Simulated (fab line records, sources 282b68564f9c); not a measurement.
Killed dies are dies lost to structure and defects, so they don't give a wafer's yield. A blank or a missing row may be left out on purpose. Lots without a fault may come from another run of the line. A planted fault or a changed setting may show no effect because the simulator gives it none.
fab line records | flow rit_cmos
record lots=7 wafers=21 last_day=7
route steps=202 shown GATE@75 FOX2@80 M1@202
lots that met no fault: from a run of the same line without faults
start_h: hours from the record's first day to the start of the lot's first wafer shown | wait_h: hours since the lot's step before | " the same as in the row above | L1.1+2: a row that stands for several wafers | - no value, or no start given | * or withheld: withheld | < > ~ a bound
route shown NAME@n: a module of which the file shows steps, and the number in the route of the first | usual: mean/standard deviation of fault-free wafers | same: alike in all rows | chamber/n: place in a boat | sites: the reading at each site | _std_site: their standard deviation | _edge_site: outer sites' mean less inner sites' | radius_mm: how far each site lies from the wafer's centre | mask NAME#n: copy n | behind: the tool/chamber that last shaped the wafer | hold: why the lot was held/for how many hours/how that ended | device: the transistor (n, p or np) that didn't switch | end of line: the same wafers' tests at the end of the route | a step without rows: its recipe alone | killed: dies lost to structure and defects at the first sort, not the wafer's yield | map: a wafer's dies, x killed, . not, _ none there
set.NAME: the setting as run; set.NAME@STEP: as run at that earlier step | model.NAME: the simulator's own value behind a step, which no gauge read
lots at some steps of the route; a table a step, a row a wafer
services: from which hour (start_h, from the record's first day; less than 0 if before it) a tool's chamber was out of use, for how many hours, and why
## steps
# step RIT_GATE_WET_ETCH_00
# recipe chemistry=BOE target=SiO2 target_depth_nm=56 time_s=60 dry=n2_spin dilution=10:1 temp_c=21.5
# step RIT_GATE_CLEAN_01
# recipe chemistry=SC1 mix=3:3:50 time_s=600 temp_c=75
# step RIT_GATE_CLEAN_02
# recipe chemistry=dHF dilution=50:1 time_s=30
# step RIT_GATE_CLEAN_03
# recipe chemistry=SC2 mix=3:3:50 time_s=600 temp_c=75 dry=n2_spin
# step RIT_GATE_CLEAN_04
# recipe chemistry=dHF dilution=50:1 time_s=60 dry=n2_spin
# step RIT_FOX2_THK_MEAS_91
# recipe reads=SiO2_of_FOX2_OXIDATION_00
# usual FIELD_OXIDE_LEFT_2_THK=257/5.4
# columns lot.wafer tool chamber start_h wait_h FIELD_OXIDE_LEFT_2_THK[nm]
L346.2 film_metro-01 - 44.84 0.0 250
L346.3 " - " " 249
L346.4 " - " " 248
L348.1 film_metro-01 - 57.25 0.0 256
L348.5 " - " " 260
L348.6 " - " " 260
L356.2 film_metro-02 - 94.40 0.0 258
L356.3 " - " " 250
L356.5 " - " " 252
L357.3 film_metro-01 - 100.17 0.0 259
L357.4 " - " " 256
L357.6 " - " " 252
L358.2 film_metro-03 - 104.54 0.0 258
L358.3 " - " " 264
L358.5 " - " " 262
L361.2 film_metro-03 - 119.11 0.0 259
L361.3 " - " " 253
L361.4 " - " " 254
L364.3 film_metro-02 - 132.58 0.0 261
L364.4 " - " " 258
L364.5 " - " " 266
# step RIT_GATE_OXIDATION_05
# recipe temp_c=900 ambient=O2 target_thk_a=30 ox_time_s=270
# step RIT_GATE_ANNEAL_06
# recipe temp_c=900 time_s=600 ambient=N2O
# step RIT_GATE_THK_MEAS_07
# recipe reads=SiO2_of_GATE_OXIDATION_05
# usual GATE_OXIDE_THK=3.02/0.058
# columns lot.wafer tool chamber start_h wait_h GATE_OXIDE_THK[nm]
L346.2 film_metro-03 - 47.54 0.0 3.01
L346.3 " - " " 3.01
L346.4 " - " " 3.04
L348.1 film_metro-02 - 59.95 0.0 2.99
L348.5 " - " " 3.06
L348.6 " - " " 2.95
L356.2 film_metro-03 - 97.78 0.0 2.95
L356.3 " - " " 2.99
L356.5 " - " " 3.01
L357.3 film_metro-03 - 102.78 0.0 3.08
L357.4 " - " " 3.06
L357.6 " - " " 3.06
L358.2 film_metro-01 - 105.93 0.0 3.01
L358.3 " - " " 2.99
L358.5 " - " " 2.99
L361.2 film_metro-03 - 120.50 0.0 3.03
L361.3 " - " " 3.04
L361.4 " - " " 2.96
L364.3 film_metro-03 - 139.60 0.0 3.08
L364.4 " - " " 3.08
L364.5 " - " " 3.08
# step RIT_GATE_CVD_08
# recipe material=poly-Si target_thk_nm=250 temp_c=610 precursor=SiH4 time_s=2220 pressure_mtorr=300 sih4_flow_sccm=97.73
# step RIT_GATE_THK_MEAS_09
# recipe reads=poly-Si_of_GATE_CVD_08
# usual GATE_POLY_THK=244.1/2.4
# columns lot.wafer tool chamber start_h wait_h GATE_POLY_THK[nm]
L346.2 film_metro-03 - 49.22 0.0 246.3
L346.3 " - " " 247.5
L346.4 " - " " 248.5
L348.1 film_metro-03 - 61.63 0.0 242.7
L348.5 " - " " 241.4
L348.6 " - " " 243.1
L356.2 film_metro-01 - 99.46 0.0 245.8
L356.3 " - " " 246.2
L356.5 " - " " 245.4
L357.3 film_metro-01 - 104.61 0.0 241.6
L357.4 " - " " 244.1
L357.6 " - " " 240.9
L358.2 film_metro-01 - 107.60 0.0 246.1
L358.3 " - " " 248.9
L358.5 " - " " 247.1
L361.2 film_metro-03 - 122.17 0.0 243.9
L361.3 " - " " 246.2
L361.4 " - " " 243.8
L364.3 film_metro-02 - 141.27 0.0 241.5
L364.4 " - " " 243.2
L364.5 " - " " 244.3
# step RIT_GATE_HMDS_10
# recipe prime_time_s=60 prime_temp_c=140
# step RIT_GATE_COAT_11
# recipe resist=NOVOLAK spin_rpm=4250 resist_thk_nm=850
# columns lot.wafer tool chamber start_h wait_h model.NOVOLAK_of_GATE_COAT_11.thk_nm
L346.2 litho_track-01 0 49.44 0.1 849.3
L346.3 " 0 " " 849.6
L346.4 " 0 " " 849.4
L348.1 litho_track-04 0 61.84 0.1 848
L348.5 " 0 " " 849.1
L348.6 " 0 " " 849.7
L356.2 litho_track-04 0 99.68 0.1 996.9
L356.3 " 0 " " 998.1
L356.5 " 0 " " 995.3
L357.3 litho_track-04 0 104.85 0.1 1001
L357.4 " 0 " " 1000
L357.6 " 0 " " 996.4
L358.2 litho_track-04 0 107.83 0.1 995.6
L358.3 " 0 " " 995.9
L358.5 " 0 " " 998.3
L361.2+3 litho_track-01 0 122.40 0.1 852.7
L361.4 " 0 " " 850.8
L364.3 litho_track-03 0 141.51 0.1 851.7
L364.4 " 0 " " 853.7
L364.5 " 0 " " 853.4
# step RIT_GATE_SOFTBAKE_12
# recipe resist=NOVOLAK temp_c=90 time_s=60
# step RIT_GATE_EXPOSE_13
# recipe mask_id=M6 na=0.6 source_shape=conventional sigma_outer=0.6 target_cd_nm=150 dose_mj=380
# step RIT_GATE_PEB_14
# recipe resist=NOVOLAK temp_c=withheld time_s=withheld
# step RIT_GATE_DEVELOP_15
# recipe resist=NOVOLAK develop_time_s=50 dev_temp_c=23
# step RIT_GATE_CD_MEAS_16
# recipe target_cd_nm=150
# usual cd_nm=149.6/2.5
# columns lot.wafer tool chamber start_h wait_h cd_nm
L346.2 cd_sem-02 - 50.14 - 154.6
L346.3 " - " " 153.7
L346.4 " - " " 154.1
L348.1 cd_sem-02 - 62.54 - 146.6
L348.5 " - " " 145.7
L348.6 " - " " 146.8
L356.2 cd_sem-02 - 100.50 - 177.4
L356.3 " - " " 177.5
L356.5 " - " " 177.1
L357.3 cd_sem-02 - 105.62 - 169.4
L357.4 " - " " 167.7
L357.6 " - " " 169.5
L358.2 cd_sem-01 - 108.52 - 161.1
L358.3 " - " " 159.4
L358.5 " - " " 161.7
L361.2 cd_sem-02 - 123.17 - 148.8
L361.3 " - " " 148.6
L361.4 " - " " 148.5
L364.3 cd_sem-02 - 142.20 - 151.5
L364.4 " - " " 148.4
L364.5 " - " " 151.0
# step RIT_GATE_OVL_MEAS_17
# usual GATE_OVL=-1.7/1.3
# columns lot.wafer tool chamber start_h wait_h GATE_OVL[nm]
L346.2 overlay-02 - 50.24 0.1 -2.3
L346.3 " - " " -1.4
L346.4 " - " " -2.5
L348.1 overlay-01 - 62.66 0.1 -1.8
L348.5 " - " " -1.0
L348.6 " - " " -2.0
L356.2 overlay-02 - 100.61 0.1 -0.7
L356.3 " - " " -1.6
L356.5 " - " " -0.1
L357.3 overlay-01 - 105.71 0.1 -3.1
L357.4 " - " " -2.3
L357.6 " - " " -2.5
L358.2 overlay-01 - 108.63 0.1 -1.4
L358.3 " - " " -3.4
L358.5 " - " " -2.9
L361.2 overlay-02 - 123.28 0.1 -3.4
L361.3 " - " " -2.0
L361.4 " - " " -1.9
L364.3 overlay-02 - 142.30 0.1 -1.8
L364.4 " - " " -2.7
L364.5 " - " " -0.7
# step RIT_GATE_HARDBAKE_18
# recipe resist=NOVOLAK temp_c=140 time_s=60
# step RIT_GATE_ETCH_19
# recipe chemistry=SF6/CHF3/O2 time_s=158.5 SF6_flow_sccm=30 CHF3_flow_sccm=30 O2_flow_sccm=5 target=poly-Si pressure_mtorr=40 rf_w=160 target_depth_a=3125 over_etch_frac=0.25 stop_on=SiO2
# usual drypump_motor_current_A=5.7/0.59 oes_product_au=0.857/0.014 rf_fwd_power_W=159.4/0.53 throttle_valve_pct=10.27/0.19
# columns lot.wafer tool chamber start_h wait_h drypump_motor_current_A oes_product_au rf_fwd_power_W rf_hours_counter_h throttle_valve_pct model.NOVOLAK_of_GATE_COAT_11.thk_nm model.GATE.cd_nm
L346.2 rie_si-02 2 50.42 0.1 5.4 0.856 160.1 2 10.29 673.9 154.7
L346.3 " 0 " " 6.2 0.867 158.9 33 10.16 672.8 153.8
L346.4 " 2 " " 5.4 0.864 159.8 - 10.28 673.9 153.9
L348.1 rie_si-02 1 62.85 0.1 4.8 0.846 158.9 70 10.30 673.6 146.9
L348.5 " 0 " " 6.2 0.849 159.3 - 10.18 672.7 145.4
L348.6 " 2 " " 5.4 0.854 159.4 - 10.27 673.9 146.9
L356.2 rie_si-02 0 100.79 0.1 6.2 0.854 159.7 33 10.17 801.2 177.8
L356.3 " 3 " " 5.6 0.862 159.0 4 10.61 802.8 177.7
L356.5 " 1 " " 4.8 0.848 158.5 - 10.29 801.5 177
L357.3 rie_si-01 2 105.89 0.1 6.5 0.842 159.7 123 10.20 803.9 169.3
L357.4 " 3 " " 6.5 0.862 158.9 146 10.28 805.4 168
L357.6 " 3 " " 6.5 0.853 159.6 - 10.27 801.8 169.5
L358.2 rie_si-02 0 108.81 0.1 6.2 0.856 159.7 33 10.18 800.1 161.1
L358.3 " 1 " " 4.8 0.861 159.4 70 10.29 802.5 159.7
L358.5 " 2 " " 5.4 0.868 158.8 - 10.28 803.5 161.9
L361.2 rie_si-01 3 123.46 0.1 6.5 0.868 159.4 146 10.26 675.6 148.7
L361.3 " 2 " " 6.5 0.859 159.2 124 10.19 673.7 148.6
L361.4 " 1 " " 5.1 0.849 158.9 2 9.92 671.4 148.5
L364.3 rie_si-02 2 142.47 0.1 5.4 0.853 159.0 3 10.27 675.5 151.6
L364.4 " 0 " " 6.2 0.854 159.8 33 10.17 675.9 148.4
L364.5 " 3 " " 5.6 0.857 158.6 - 10.60 676.7 151.1
# step RIT_GATE_STRIP_20
# recipe chemistry=O2 time_s=180 resist=NOVOLAK platen_temp_c=withheld power_w=500 pressure_mtorr=4000 o2_flow_sccm=4000
# usual drypump_motor_current_A=6.0/0.51
# columns lot.wafer tool chamber start_h wait_h drypump_motor_current_A rf_hours_counter_h
L346.2 plasma_asher-04 0 50.53 0.1 6.3 26
L346.3 " 1 " " 5.3 -
L346.4 " 0 " " 6.3 -
L348.1 plasma_asher-03 1 62.96 0.1 6.6 43
L348.5 " 1 " " 6.6 -
L348.6 " 0 " " 6.2 -
L356.2 plasma_asher-04 0 100.90 0.1 6.3 32
L356.3 " 0 " " 6.3 -
L356.5 " 0 " " 6.3 -
L357.3 plasma_asher-01 1 106.05 0.1 6.5 -
L357.4 " 0 " " 5.6 -
L357.6 " 1 " " 6.5 -
L358.2 plasma_asher-04 1 108.92 0.1 5.3 33
L358.3 " 1 " " 5.3 -
L358.5 " 0 " " 6.3 -
L361.2 plasma_asher-01 1 123.57 0.1 6.5 52
L361.3 " 1 " " 6.5 -
L361.4 " 0 " " 5.5 -
L364.3 plasma_asher-03 0 142.64 0.1 6.2 -
L364.4 " 1 " " 6.5 -
L364.5 " 1 " " 6.5 -
# step RIT_M1_PROBE_99
# usual killed_at_front_end=7/3.4 killed_dies=7/3.4 killed_on_rim=1.9/1.4 killed_open=3.6/2.1 killed_short=3.5/2.1
# same gross_dies=264 killed_at_M0_to_M3=0 killed_at_M4_up=0 killed_at_back_side=0 killed_at_contacts=0 killed_at_other=0
# columns lot.wafer tool chamber start_h wait_h killed_at_front_end killed_dies killed_on_rim killed_open killed_short model.etest.pmos_0p15.r_on_ohm_um model.etest.pmos_turned.r_on_ohm_um model.etest.nmos_0p15.r_on_ohm_um model.etest.nmos_0p15.drive_ua_um model.etest.nmos_0p3.r_on_ohm_um model.etest.pmos_0p15.drive_ua_um model.etest.nmos_turned.drive_ua_um model.etest.npoly_line.line_ohm_um
L346.2 prober-01 - 71.19 0.1 8 8 3 3 5 2802 3445 1175 444.2 2180 244.9 312.1 155.2
L346.3 prober-01 - 71.24 0.2 8 8 3 3 5 2866 3539 1182 437.7 2214 242.1 305 159.6
L346.4 prober-01 - 71.29 0.2 9 9 2 3 6 2851 3542 1167 446.4 2177 242.8 303.5 157.7
L348.1 prober-01 - 82.99 0.1 9 9 2 3 6 2712 3336 1177 464.8 2204 263.5 310.9 171.1
L348.5 prober-01 - 83.19 0.2 4 4 2 2 2 2680 3266 1171 471.1 2206 265.3 323.2 173.8
L348.6 prober-01 - 83.24 0.2 8 8 1 1 7 2668 3285 1152 466.7 2195 267.8 320.4 170.5
L356.2 prober-01 - 121.25 0.1 91 91 51 6 3 - - - - - - - -
L356.3 prober-01 - 121.30 0.2 96 96 53 2 6 - - - - - - - -
L356.5 prober-01 - 121.40 0.2 93 93 53 6 2 - - - - - - - -
L357.3 prober-02 - 126.54 0.2 31 31 24 7 4 3337 3970 1286 392.2 2278 204.9 295.1 135.3
L357.4 prober-02 - 126.59 0.2 11 11 7 2 2 3239 3890 1274 396.5 2242 212.1 299.8 136.2
L357.6 prober-02 - 126.69 0.2 30 30 19 6 5 3317 3947 1294 389.5 2286 203.6 295.9 131.6
L358.2 prober-01 - 128.92 0.1 7 7 1 3 4 3020 3639 1266 414.3 2278 232.2 304 146.4
L358.3 prober-01 - 128.97 0.2 10 10 4 5 5 2973 3622 1252 419.9 2240 237.1 303.1 150.5
L358.5 prober-01 - 129.07 0.2 8 8 1 4 3 3054 3676 1288 417.2 2278 230.6 296.5 147.1
L361.2 prober-02 - 143.44 0.1 1 1 0 1 0 2631 3214 1104 480.9 2124 270.6 348.3 165.2
L361.3 prober-02 - 143.49 0.2 4 4 1 2 2 2650 3309 1117 472.3 2156 263.2 326.7 167
L361.4 prober-02 - 143.54 0.2 3 3 0 2 1 2623 3221 1120 482.1 2127 270.4 341.1 167.1
L364.3 prober-01 - 163.49 0.2 13 13 2 8 5 3012 3687 1241 437.4 2254 235.5 298.6 163.2
L364.4 prober-01 - 163.54 0.2 12 12 1 7 5 2917 3627 1207 454.4 2243 241 306.6 169.4
L364.5 prober-01 - 163.59 0.2 8 8 3 6 2 3018 3718 1231 436.5 2290 233.8 296 163.3
# killed by level:class
L346.2 GATE:geometric_particle:short=2 REOX:geometric_particle:open=2 REOX:geometric_particle:short=2 FOX1:geometric_particle:short=1 FOX1:geometric_particle:open=1
L346.3 SPACER:geometric_particle:open=2 SILICIDE:geometric_particle:short=2 FOX1:geometric_particle:short=1 GATE:geometric_particle:short=1 REOX:geometric_particle:short=1 REOX:geometric_particle:open=1
L346.4 GATE:geometric_particle:short=5 FOX1:geometric_particle:open=1 GATE:geometric_particle:open=1 SPACER:geometric_particle:short=1 SPACER:geometric_particle:open=1
L348.1 REOX:geometric_particle:short=4 FOX1:geometric_particle:short=1 FOX2:geometric_particle:open=1 GATE:geometric_particle:open=1 GATE:geometric_particle:short=1 SPACER:geometric_particle:open=1
L348.5 GATE:geometric_particle:short=2 REOX:geometric_particle:open=1 SPACER:geometric_particle:open=1
L348.6 FOX1:geometric_particle:short=3 GATE:geometric_particle:short=2 GATE:geometric_particle:open=1 REOX:geometric_particle:short=1 SPACER:geometric_particle:short=1
L356.2 GATE:area_expose=82 REOX:geometric_particle:short=3 SPACER:geometric_particle:open=3 REOX:geometric_particle:open=2 GATE:geometric_particle:open=1
L356.3 GATE:area_expose=88 GATE:geometric_particle:short=4 SILICIDE:geometric_particle:open=2 FOX1:geometric_particle:short=1 SPACER:geometric_particle:short=1
L356.5 GATE:area_expose=85 GATE:geometric_particle:open=2 SILICIDE:geometric_particle:open=2 FOX2:geometric_particle:open=1 FOX2:geometric_particle:short=1 REOX:geometric_particle:open=1 REOX:geometric_particle:short=1
L357.3 GATE:area_expose=20 GATE:geometric_particle:open=5 FOX1:geometric_particle:short=2 FOX2:geometric_particle:short=2 FOX1:geometric_particle:open=1 REOX:geometric_particle:open=1
L357.4 GATE:area_expose=7 GATE:geometric_particle:open=1 GATE:geometric_particle:short=1 REOX:geometric_particle:short=1 REOX:geometric_particle:open=1
L357.6 GATE:area_expose=19 GATE:geometric_particle:open=5 FOX1:geometric_particle:short=3 GATE:geometric_particle:short=1 SILICIDE:geometric_particle:open=1 SILICIDE:geometric_particle:short=1
L358.2 GATE:geometric_particle:open=2 REOX:geometric_particle:short=2 FOX2:geometric_particle:open=1 GATE:geometric_particle:short=1 SILICIDE:geometric_particle:short=1
L358.3 GATE:geometric_particle:short=3 GATE:geometric_particle:open=2 REOX:geometric_particle:open=2 REOX:geometric_particle:short=1 SPACER:geometric_particle:short=1 SILICIDE:geometric_particle:open=1
L358.5 FOX1:geometric_particle:open=2 GATE:geometric_particle:short=2 SPACER:geometric_particle:short=1 SPACER:geometric_particle:open=1 SILICIDE:geometric_particle:open=1 GATE:area_expose=1
L361.2 SILICIDE:geometric_particle:open=1
L361.3 FOX1:geometric_particle:short=2 GATE:geometric_particle:open=1 SPACER:geometric_particle:open=1
L361.4 FOX1:geometric_particle:open=1 GATE:geometric_particle:open=1 GATE:geometric_particle:short=1
L364.3 SPACER:geometric_particle:open=6 GATE:geometric_particle:short=3 SPACER:geometric_particle:short=2 FOX2:geometric_particle:open=1 SILICIDE:geometric_particle:open=1
L364.4 GATE:geometric_particle:short=4 GATE:geometric_particle:open=2 SPACER:geometric_particle:open=2 SILICIDE:geometric_particle:open=2 REOX:geometric_particle:open=1 SILICIDE:geometric_particle:short=1
L364.5 GATE:geometric_particle:open=2 SILICIDE:geometric_particle:open=2 REOX:geometric_particle:open=1 REOX:geometric_particle:short=1 SPACER:geometric_particle:open=1 SILICIDE:geometric_particle:short=1
# map L356.3 (x killed, . not)
________x..xxxx_______
_____xxxx..x.x.xxx____
____xx.x.......x.xx___
___x...x.......x..x.__
__xxx...............x_
__x..............x.xx_
_x.....x.x........xxxx
_x..................xx
_.x.x.............xx.x
_xx....x.....x...x..xx
__x.x.x..........xx.x_
__x.x.x......xxx.x.xx_
___..xx....x..xx..xx__
____x.x...xx..x.xxx___
_____x......xx.xxx____
________xxx.xxx_______
# map L357.3 (x killed, . not)
________x......_______
_____.x..........x____
____x..............___
___x.x........x.....__
__x..x...x..........x_
__x....x............x_
_.....................
_....................x
_.....................
_.x...................
__..................x_
__x................x._
___xx...........x...__
____x..............___
_____.x....x..x.x.____
________x..x.xx_______
## services
# columns tool chamber start_h hours kind
plasma_asher-04 - 28.31 5.7 repair
rie_si-02 3 40.43 29.2 repair
plasma_asher-03 - 70.37 1.0 repair
plasma_asher-03 - 93.07 7.8 repair
rie_si-02 2 121.25 5.6 repair
rie_si-01 3 130.18 - clean
rie_si-01 3 130.18 25.5 scheduled_down
rie_si-01 3 130.18 25.5 vent_cycle
plasma_asher-01 - 141.93 2.8 pm
## key
first_sign step=RIT_GATE_CD_MEAS_16 reading=cd_nm direction=up sigmas=7.7 usual=149.6 struck=169.0 through=control_loop
effect step=RIT_M1_PROBE_99 reading=killed_at_front_end direction=up sigmas=10 usual=7 struck=42 wafers_moved=6
model_effect step=RIT_GATE_COAT_11 value=NOVOLAK_of_GATE_COAT_11.thk_nm without=848.4 struck=997.5
model_effect step=RIT_GATE_ETCH_19 value=NOVOLAK_of_GATE_COAT_11.thk_nm without=672 struck=802.5
model_effect step=RIT_M1_PROBE_99 value=etest.pmos_0p15.r_on_ohm_um without=2751 struck=3157
more_kills_born_at RIT_GATE_EXPOSE_13@iline_stepper-02=302
met_at RIT_GATE_COAT_11
struck_wafers L356.2,L356.3,L356.5,L357.3,L357.4,L357.6,L358.2,L358.3,L358.5
tester_left_out L356,L357,L358
loop_trim step=RIT_GATE_EXPOSE_13 setting=dose lots=L357,L358
onset_between 61.84 99.68
fault kind=process_parameter_drift tool=litho_track-04 chamber=- onset_h=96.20 steps=RIT_GATE_COAT_11 channel=resist_thk_nm offset=149.4 shape=step end_h=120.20 acts_in=these_recipes_only stated=850
# tester_left_out: of these lots the tester's yield and bins aren't shown, on N5 and GAA mostly nor the transistor test; their killed dies are dies lost to structure and defects alone, not to doping, threshold or leakage, so they don't give the yield
# loop_trim: a control loop set the setting to another value than it would have without faults
